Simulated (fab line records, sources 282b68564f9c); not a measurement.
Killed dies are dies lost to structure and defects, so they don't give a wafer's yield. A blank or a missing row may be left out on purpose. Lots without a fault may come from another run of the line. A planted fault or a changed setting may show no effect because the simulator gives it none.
A sampling plan put to the test | flow rit_cmos | one fab line, 30 faults that these records tell of, each judged on the records of the lots that it struck
The plan is the line's own looks: the steps of the route at which a gauge or an inspection reads the wafer and doesn't change it. A look can be judged if struck wafers have a number there and the file gives its usual mean and standard deviation on fault-free wafers. Caught: at a look after the fault's first step, the mean of the struck wafers lies 4 or more of those standard deviations (sigma) from the usual mean. On the tool: the same test on the tool's own readings at the fault's steps. Another recipe on the struck wafers, or a record that is blank for them alone, also counts as caught.

THE FAULTS, as the simulator had put them in
1. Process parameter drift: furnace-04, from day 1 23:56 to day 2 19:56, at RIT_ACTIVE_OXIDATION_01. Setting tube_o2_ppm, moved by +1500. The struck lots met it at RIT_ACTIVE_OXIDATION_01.
2. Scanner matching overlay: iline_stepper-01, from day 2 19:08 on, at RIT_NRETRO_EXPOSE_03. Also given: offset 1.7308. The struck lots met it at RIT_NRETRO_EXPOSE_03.
3. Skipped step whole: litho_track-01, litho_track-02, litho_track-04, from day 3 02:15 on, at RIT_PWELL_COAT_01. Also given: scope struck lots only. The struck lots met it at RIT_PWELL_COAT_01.
4. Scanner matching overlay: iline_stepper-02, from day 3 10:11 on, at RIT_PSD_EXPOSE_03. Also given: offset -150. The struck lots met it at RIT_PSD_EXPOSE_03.
5. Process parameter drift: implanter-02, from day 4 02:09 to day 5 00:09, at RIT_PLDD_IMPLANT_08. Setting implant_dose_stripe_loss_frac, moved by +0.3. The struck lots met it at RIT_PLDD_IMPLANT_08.
6. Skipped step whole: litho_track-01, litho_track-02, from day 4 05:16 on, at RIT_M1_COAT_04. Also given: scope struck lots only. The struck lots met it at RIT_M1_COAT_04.
7. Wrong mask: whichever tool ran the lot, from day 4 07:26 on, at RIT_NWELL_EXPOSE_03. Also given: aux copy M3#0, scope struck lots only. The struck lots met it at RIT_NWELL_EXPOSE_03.
8. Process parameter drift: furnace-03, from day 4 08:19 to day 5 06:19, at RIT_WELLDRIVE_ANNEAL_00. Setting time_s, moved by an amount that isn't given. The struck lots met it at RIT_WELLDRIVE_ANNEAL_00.
9. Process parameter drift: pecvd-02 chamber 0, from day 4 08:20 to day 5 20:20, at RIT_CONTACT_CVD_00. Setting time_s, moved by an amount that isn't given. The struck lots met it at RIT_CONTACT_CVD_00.
10. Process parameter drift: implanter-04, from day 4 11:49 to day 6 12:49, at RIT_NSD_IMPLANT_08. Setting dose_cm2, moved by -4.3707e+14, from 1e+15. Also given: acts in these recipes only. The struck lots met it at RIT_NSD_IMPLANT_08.
11. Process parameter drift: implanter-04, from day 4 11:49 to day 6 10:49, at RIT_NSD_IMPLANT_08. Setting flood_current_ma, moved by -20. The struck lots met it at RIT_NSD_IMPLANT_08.
12. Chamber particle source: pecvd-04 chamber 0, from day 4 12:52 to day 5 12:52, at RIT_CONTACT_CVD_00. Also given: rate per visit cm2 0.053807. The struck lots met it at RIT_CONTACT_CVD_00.
13. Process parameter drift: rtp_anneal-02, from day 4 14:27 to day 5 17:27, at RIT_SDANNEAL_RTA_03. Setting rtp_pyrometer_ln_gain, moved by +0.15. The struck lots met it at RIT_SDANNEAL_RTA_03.
14. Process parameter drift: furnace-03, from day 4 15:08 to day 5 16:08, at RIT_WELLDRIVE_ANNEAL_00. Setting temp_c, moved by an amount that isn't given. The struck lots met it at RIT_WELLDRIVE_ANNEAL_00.
15. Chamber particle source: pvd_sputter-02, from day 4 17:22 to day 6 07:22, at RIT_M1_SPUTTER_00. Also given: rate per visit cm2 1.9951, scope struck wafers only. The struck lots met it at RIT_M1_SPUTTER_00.
16. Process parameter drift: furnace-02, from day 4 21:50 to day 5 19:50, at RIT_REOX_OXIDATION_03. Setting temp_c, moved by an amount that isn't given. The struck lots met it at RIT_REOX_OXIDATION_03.
17. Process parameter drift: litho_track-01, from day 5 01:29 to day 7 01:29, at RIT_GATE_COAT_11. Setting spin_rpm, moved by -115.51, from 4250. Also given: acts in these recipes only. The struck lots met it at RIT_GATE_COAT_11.
18. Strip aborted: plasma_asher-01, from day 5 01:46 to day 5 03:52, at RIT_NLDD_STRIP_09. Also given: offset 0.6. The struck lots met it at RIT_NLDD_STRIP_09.
19. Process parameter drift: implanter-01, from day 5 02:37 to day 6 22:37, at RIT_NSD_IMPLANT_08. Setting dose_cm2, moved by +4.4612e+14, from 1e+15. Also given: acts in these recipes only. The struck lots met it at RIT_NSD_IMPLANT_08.
20. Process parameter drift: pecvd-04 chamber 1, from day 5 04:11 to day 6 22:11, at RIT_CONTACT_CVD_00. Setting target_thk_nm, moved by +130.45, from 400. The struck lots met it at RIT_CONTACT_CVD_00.
21. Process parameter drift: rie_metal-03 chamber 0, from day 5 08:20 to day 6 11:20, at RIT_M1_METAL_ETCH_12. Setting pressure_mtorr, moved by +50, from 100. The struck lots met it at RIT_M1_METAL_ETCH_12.
22. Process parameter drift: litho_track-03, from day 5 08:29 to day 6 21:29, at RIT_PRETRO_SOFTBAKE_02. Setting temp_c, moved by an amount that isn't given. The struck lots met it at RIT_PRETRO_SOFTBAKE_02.
23. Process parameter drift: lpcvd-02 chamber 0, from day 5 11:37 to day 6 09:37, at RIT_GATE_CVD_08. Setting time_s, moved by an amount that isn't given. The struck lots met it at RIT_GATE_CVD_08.
24. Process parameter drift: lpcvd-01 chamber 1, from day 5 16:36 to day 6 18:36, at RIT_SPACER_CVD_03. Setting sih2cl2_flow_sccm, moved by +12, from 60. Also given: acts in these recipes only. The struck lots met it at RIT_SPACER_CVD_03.
25. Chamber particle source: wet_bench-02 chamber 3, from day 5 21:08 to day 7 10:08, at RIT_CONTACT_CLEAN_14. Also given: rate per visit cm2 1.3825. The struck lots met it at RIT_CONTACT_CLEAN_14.
26. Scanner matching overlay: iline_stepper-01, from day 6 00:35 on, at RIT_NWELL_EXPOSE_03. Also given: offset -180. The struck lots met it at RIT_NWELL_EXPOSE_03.
27. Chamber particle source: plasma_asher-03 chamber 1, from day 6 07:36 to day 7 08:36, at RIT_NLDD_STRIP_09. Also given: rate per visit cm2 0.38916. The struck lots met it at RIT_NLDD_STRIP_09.
28. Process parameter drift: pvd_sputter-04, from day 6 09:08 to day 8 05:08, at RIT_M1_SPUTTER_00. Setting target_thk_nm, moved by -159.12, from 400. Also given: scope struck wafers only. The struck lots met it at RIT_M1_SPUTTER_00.
29. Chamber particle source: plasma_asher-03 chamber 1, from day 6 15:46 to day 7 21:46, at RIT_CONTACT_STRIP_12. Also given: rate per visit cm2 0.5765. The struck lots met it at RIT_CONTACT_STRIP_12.
30. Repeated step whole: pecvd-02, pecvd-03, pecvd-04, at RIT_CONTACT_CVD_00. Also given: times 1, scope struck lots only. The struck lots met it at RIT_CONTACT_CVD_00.

WHAT THE PLAN SAW
fault | on the tool itself                               | first look that catches it                      | reading, sigma          | median hours from its first step to that look | hours from the fault's start to the first struck lot there | judged looks passed uncaught
1     | under 2 sigma                                    | RIT_ACTIVE_THK_MEAS_02                          | ACTIVE_OXIDE_THK +5.2   | 1.9                                           | 5                                                          | 0
2     | no reading that can be judged                    | no look after it can be judged                  | -                       | -                                             | -                                                          | 0
3     | the tool's record is blank for the struck wafers | no look after it can be judged                  | -                       | -                                             | -                                                          | 0
4     | under 2 sigma                                    | RIT_PSD_OVL_MEAS_06                             | PSD_OVL -94             | 0.4                                           | 2                                                          | 0
5     | under 2 sigma                                    | RIT_PLDD_TW_MEAS_10                             | PLDD_TW -4.9            | 0.3                                           | 11                                                         | 0
6     | the tool's record is blank for the struck wafers | no look after it can be judged                  | -                       | -                                             | -                                                          | 0
7     | under 2 sigma                                    | RIT_NWELL_TW_MEAS_10                            | NWELL_TW -99 or beyond  | 1.0                                           | 3                                                          | 0
8     | run_length_s -99 or beyond sigma                 | RIT_WELLDRIVE_RS_MEAS_01                        | NWELL_RS +56            | 5.1                                           | 9                                                          | 0
9     | run_length_s +58 sigma                           | RIT_CONTACT_THK_MEAS_01                         | CONTACT_TEOS_THK +41    | 0.1                                           | 9                                                          | 0
10    | dose_ions_cm2 -99 or beyond sigma                | RIT_NSD_TW_MEAS_10                              | NSD_TW -12              | 0.3                                           | 10                                                         | 0
11    | under 2 sigma                                    | none of the 9 looks that can be judged after it | -                       | -                                             | -                                                          | 9
12    | under 2 sigma                                    | not the one look that can be judged after it    | -                       | -                                             | -                                                          | 1
13    | under 2 sigma                                    | RIT_SDANNEAL_RS_MEAS_04                         | PSD_RS +48              | 0.1                                           | 5                                                          | 0
14    | tube_center_temp_C +99 or beyond sigma           | RIT_WELLDRIVE_RS_MEAS_01                        | NWELL_RS -29            | 5.1                                           | 2                                                          | 0
15    | under 2 sigma                                    | no look after it can be judged                  | -                       | -                                             | -                                                          | 0
16    | tube_center_temp_C -99 or beyond sigma           | RIT_REOX_THK_MEAS_04                            | REOX_OXIDE_THK -14      | 2.5                                           | 1                                                          | 0
17    | spin_speed_rpm -35 sigma                         | none of the 2 looks that can be judged after it | -                       | -                                             | -                                                          | 2
18    | run_length_s -99 or beyond sigma                 | RIT_PLDD_TW_MEAS_10                             | PLDD_TW -89             | 1.7                                           | 4                                                          | 0
19    | dose_ions_cm2 +99 or beyond sigma                | RIT_NSD_TW_MEAS_10                              | NSD_TW +7.0             | 0.4                                           | 10                                                         | 0
20    | under 2 sigma                                    | RIT_CONTACT_THK_MEAS_01                         | CONTACT_TEOS_THK +27    | 0.0                                           | 8                                                          | 0
21    | chamber_pressure_mTorr +99 or beyond sigma       | no look after it can be judged                  | -                       | -                                             | -                                                          | 0
22    | heater_power_total_W +99 or beyond sigma         | not the one look that can be judged after it    | -                       | -                                             | -                                                          | 1
23    | under 2 sigma                                    | RIT_GATE_THK_MEAS_09                            | GATE_POLY_THK +12       | 1.6                                           | 10                                                         | 0
24    | sih2cl2_flow_sccm +79 sigma                      | RIT_SPACER_THK_MEAS_04                          | SPACER_NITRIDE_THK +7.4 | 1.9                                           | 19                                                         | 0
25    | under 2 sigma                                    | no look after it can be judged                  | -                       | -                                             | -                                                          | 0
26    | no reading that can be judged                    | RIT_NWELL_OVL_MEAS_06                           | NWELL_OVL -99 or beyond | 0.4                                           | 6                                                          | 0
27    | under 2 sigma                                    | no look after it can be judged                  | -                       | -                                             | -                                                          | 0
28    | under 2 sigma                                    | RIT_M1_RS_MEAS_01                               | M1_AL_RS +68            | 0.3                                           | 6                                                          | 0
29    | under 2 sigma                                    | no look after it can be judged                  | -                       | -                                             | -                                                          | 0
30    | under 2 sigma                                    | RIT_CONTACT_THK_MEAS_01                         | CONTACT_TEOS_THK +82    | 0.3                                           | -                                                          | 0
A dash: the fault isn't caught, or these records don't give the number.

Caught at a look: 18 of 30. Caught on the tool: 13 of 30. By one or the other: 23 of 30.
Caught on the tool alone: faults 3, 6, 17, 21, 22.
Caught at a look alone: faults 1, 4, 5, 7, 13, 20, 23, 26, 28, 30.
Caught by neither: faults 2, 11, 12, 15, 25, 27, 29.

THINNER SAMPLING
If the look that catches a fault measured only every second or every third lot, by lot number, the first struck lot would be measured this late in the worst case:
fault | struck lots at that look, in order of time | every lot | every second lot | every third lot
1     | L110, L111                                 | 5 h       | 10 h             | may miss all 2
4     | L946, L947, L948, L949                     | 2 h       | 9 h              | 11 h
5     | L401, L402                                 | 11 h      | 15 h             | may miss all 2
7     | L236                                       | 3 h       | may miss it      | may miss it
8     | L143, L144                                 | 9 h       | 15 h             | may miss all 2
9     | L501, L504                                 | 9 h       | 25 h             | may miss all 2
10    | L682, L683                                 | 10 h      | 18 h             | may miss all 2
13    | L648, L650                                 | 5 h       | may miss all 2   | may miss all 2
14    | L264, L265, L268                           | 2 h       | 8 h              | may miss all 3
16    | L815, L816, L817                           | 1 h       | 4 h              | 8 h
18    | L178                                       | 4 h       | may miss it      | may miss it
19    | L116, L117                                 | 10 h      | 15 h             | may miss all 2
20    | L611                                       | 8 h       | may miss it      | may miss it
23    | L573                                       | 10 h      | may miss it      | may miss it
24    | L174                                       | 19 h      | may miss it      | may miss it
26    | L572, L573, L574                           | 6 h       | 10 h             | 15 h
28    | L659, L661                                 | 6 h       | may miss all 2   | may miss all 2
Hours are from the fault's start to the first struck lot that is measured. The limit of 4 sigma was tested on all struck wafers together, so one lot alone may lie under it. Other struck lots may not be in these records.

THE LONGEST TIMED WAY FROM STEP TO LOOK
Fault 14: a median of 5.1 hours passes between RIT_WELLDRIVE_ANNEAL_00 and RIT_WELLDRIVE_RS_MEAS_01. No look between them can be judged.
